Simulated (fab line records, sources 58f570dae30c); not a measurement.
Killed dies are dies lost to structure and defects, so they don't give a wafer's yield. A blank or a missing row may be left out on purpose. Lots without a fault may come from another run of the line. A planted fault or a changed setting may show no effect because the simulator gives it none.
Split-lot experiment | flow berkeley_cmos170 | 5 lots, 23 wafers read, on a route of 331 steps

THE SPLIT
At UCB170_V2_COAT_07 (resist thk 900 nm), the setting resist_thk_nm was moved away from the recipe's 900 nm on 8 of the 23 wafers read, by -5.1% to +4.9%. The other wafers ran this setting at the recipe's value.

FROM THE SPLIT TO THE READING: what the file shows between them, 2 steps
- UCB170_V2_SOFTBAKE_08: time 60 s
- UCB170_V2_EXPOSE_09: exposes mask VIA2, target cd 700 nm

THE READING
KrF_of_V2_COAT_07.thk_nm (the simulator's own value, which no gauge read), in nm, at UCB170_V2_ETCH_14 (etches SiO2 in CHF3/CF4/Ar, stops on Al, target depth 1250 nm, time 291 s). The file gives no usual value for it. The 15 wafers here that ran the recipe average 611.7 nm, standard deviation 3.5 nm.

wafer  | tool, chamber at the split | resist_thk_nm as run, nm | against the recipe | KrF_of_V2_COAT_07.thk_nm, nm | against lot-mates on the recipe
L079.1 | litho_track-04, 0          | 900                      | recipe             | 614.2                        | -
L079.2 | litho_track-04, 0          | 943.8                    | +4.9%              | 660.8                        | +45.2
L079.3 | litho_track-04, 0          | 900                      | recipe             | 620                          | -
L079.5 | litho_track-04, 0          | 900                      | recipe             | 612.7                        | -
L079.6 | litho_track-04, 0          | 943.8                    | +4.9%              | 662.9                        | +47.3
L078.1 | litho_track-04, 0          | 900                      | recipe             | 608.9                        | -
L078.2 | litho_track-04, 0          | 884.9                    | -1.7%              | 589.2                        | -18.5
L078.4 | litho_track-04, 0          | 900                      | recipe             | 606.9                        | -
L078.5 | litho_track-04, 0          | 884.9                    | -1.7%              | 592.5                        | -15.2
L078.6 | litho_track-04, 0          | 900                      | recipe             | 607.4                        | -
L081.1 | litho_track-01, 0          | 900                      | recipe             | 609.1                        | -
L081.2 | litho_track-01, 0          | 900                      | recipe             | 607.1                        | -
L081.6 | litho_track-01, 0          | 900                      | recipe             | 612.2                        | -
L084.1 | litho_track-01, 0          | 900                      | recipe             | 610.9                        | -
L084.2 | litho_track-01, 0          | 858.2                    | -4.6%              | 569.6                        | -42.1
L084.4 | litho_track-01, 0          | 900                      | recipe             | 613.4                        | -
L084.5 | litho_track-01, 0          | 858.2                    | -4.6%              | 572                          | -39.7
L084.6 | litho_track-01, 0          | 900                      | recipe             | 610.7                        | -
L085.1 | litho_track-04, 0          | 853.8                    | -5.1%              | 569                          | -45.2
L085.2 | litho_track-04, 0          | 900                      | recipe             | 615.6                        | -
L085.4 | litho_track-04, 0          | 900                      | recipe             | 613.4                        | -
L085.5 | litho_track-04, 0          | 900                      | recipe             | 613.5                        | -
L085.6 | litho_track-04, 0          | 853.8                    | -5.1%              | 569.5                        | -44.7

THE FIT
A straight line over all 23 wafers: KrF_of_V2_COAT_07.thk_nm changes by +9.29 nm for each +1% of resist_thk_nm; r = +0.99; the points scatter about the line by 4.1 nm.
The same after taking each lot's own level away (the mean of its wafers on the recipe; 23 wafers): +9.08 nm for each +1%; r = +1.00; scatter 2 nm.
On that fit, the largest move of resist_thk_nm shifts the reading by 47 nm.
The lots' own levels span 607.73 to 615.63 nm, that is 2.3 times the standard deviation above.
So the lot-to-lot level changes the slope little: the two slopes agree.
Check: with one of the wafers moved furthest among these (-5.1%) left out of the fit, the line predicts -46.6 nm for it against its lot-mates. It came out at -45.2 nm against them.

THE WHOLE CHAIN: every reading that the file lists as answering this split, in the file's order
step               | what it does                                                              | reading                                                                   | change (the file's fit)              | r (the file's)
UCB170_V2_COAT_07  | resist thk 900 nm                                                         | KrF_of_V2_COAT_07.thk_nm (the simulator's own value, which no gauge read) | +8.88 nm for each +1% of the setting | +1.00
UCB170_V2_ETCH_14  | etches SiO2 in CHF3/CF4/Ar, stops on Al, target depth 1250 nm, time 291 s | KrF_of_V2_COAT_07.thk_nm (the simulator's own value, which no gauge read) | +9.05 nm for each +1% of the setting | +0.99
UCB170_V2_STRIP_15 | strips in O2                                                              | strip_time_to_endpoint_s                                                  | withheld for each +1% of the setting | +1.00

THE FILE'S OWN FIT
KrF_of_V2_COAT_07.thk_nm changes by +9.05 nm for each +1% of resist_thk_nm, r = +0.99.
